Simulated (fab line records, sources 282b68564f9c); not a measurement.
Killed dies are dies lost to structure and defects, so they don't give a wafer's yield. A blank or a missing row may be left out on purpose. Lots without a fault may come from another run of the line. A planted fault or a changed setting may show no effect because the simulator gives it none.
One fault seen from 2 desks | flow rit_cmos | each desk has only its own numbers; what lay behind them comes last

THE METROLOGY DESK
What the gauges read, lot by lot, whatever tool the lot ran on: means of the sampled wafers that have a number. A lot is out of limits, marked OUT, if its mean lies more than 4 standard deviations from the usual mean; the brackets give that distance.
Columns: A = cd_nm at RIT_GATE_CD_MEAS_16, usual 150.0 nm
lot  | first seen here | A
L680 | day 2 14:09     | 150.1
L682 | day 2 23:35     | 150.7
L683 | day 3 08:08     | 150.3
L684 | day 3 08:22     | 148.3
L686 | day 3 19:31     | 149.5
L689 | day 4 10:22     | 151.1
L690 | day 4 14:44     | 151.9
L693 | day 5 06:14     | 150.4
L694 | day 5 10:49     | 149.5
L697 | day 6 00:54     | 71.9 (-41) OUT
L700 | day 6 17:04     | 149.4
L701 | day 6 21:59     | 150.6
L702 | day 7 01:52     | 149.7
This desk's finding: out of limits on L697; first on L697, day 6 00:54 (cd_nm at RIT_GATE_CD_MEAS_16). In limits: L680, L682, L683, L684, L686, L689, L690, L693, L694, L700, L701, L702.

THE TOOL OWNER'S DESK: iline_stepper-01
The tool's own readings at RIT_GATE_EXPOSE_13 (exposes mask M6, target cd 150 nm): means of the sampled wafers that have a number, for each lot that ran on this tool. A lot is out of limits, marked OUT, if its mean lies more than 4 standard deviations from the usual mean; the brackets give that distance.
Columns: A = exposure_dose_mJ_cm2 at RIT_GATE_EXPOSE_13, usual 380.0
lot  | first seen here | A
L682 | day 2 23:10     | 379.9
L683 | day 3 07:34     | 379.6
L686 | day 3 19:07     | 379.5
L690 | day 4 14:13     | 380.1
L693 | day 5 05:48     | 380.2
L697 | day 6 00:30     | 365.3 (-36) OUT
This desk's finding: out of limits on L697; first on L697, day 6 00:30 (exposure_dose_mJ_cm2 at RIT_GATE_EXPOSE_13). In limits: L682, L683, L686, L690, L693.

PUT TOGETHER
The tool owner's desk could have raised an alarm at day 6 00:30, on L697.
The metrology desk could have raised an alarm at day 6 00:54, on L697.
Of the lots named, all ran RIT_GATE_EXPOSE_13 on iline_stepper-01.

WHAT THE SIMULATOR HAD PUT IN
Process parameter drift: iline_stepper-01, from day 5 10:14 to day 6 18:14, at RIT_GATE_EXPOSE_13. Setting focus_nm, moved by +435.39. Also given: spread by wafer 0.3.
Lots struck among those shown: L697.
Hours from the fault's start to each desk's first reading out of limits: the tool owner's desk, 14; the metrology desk, 15.
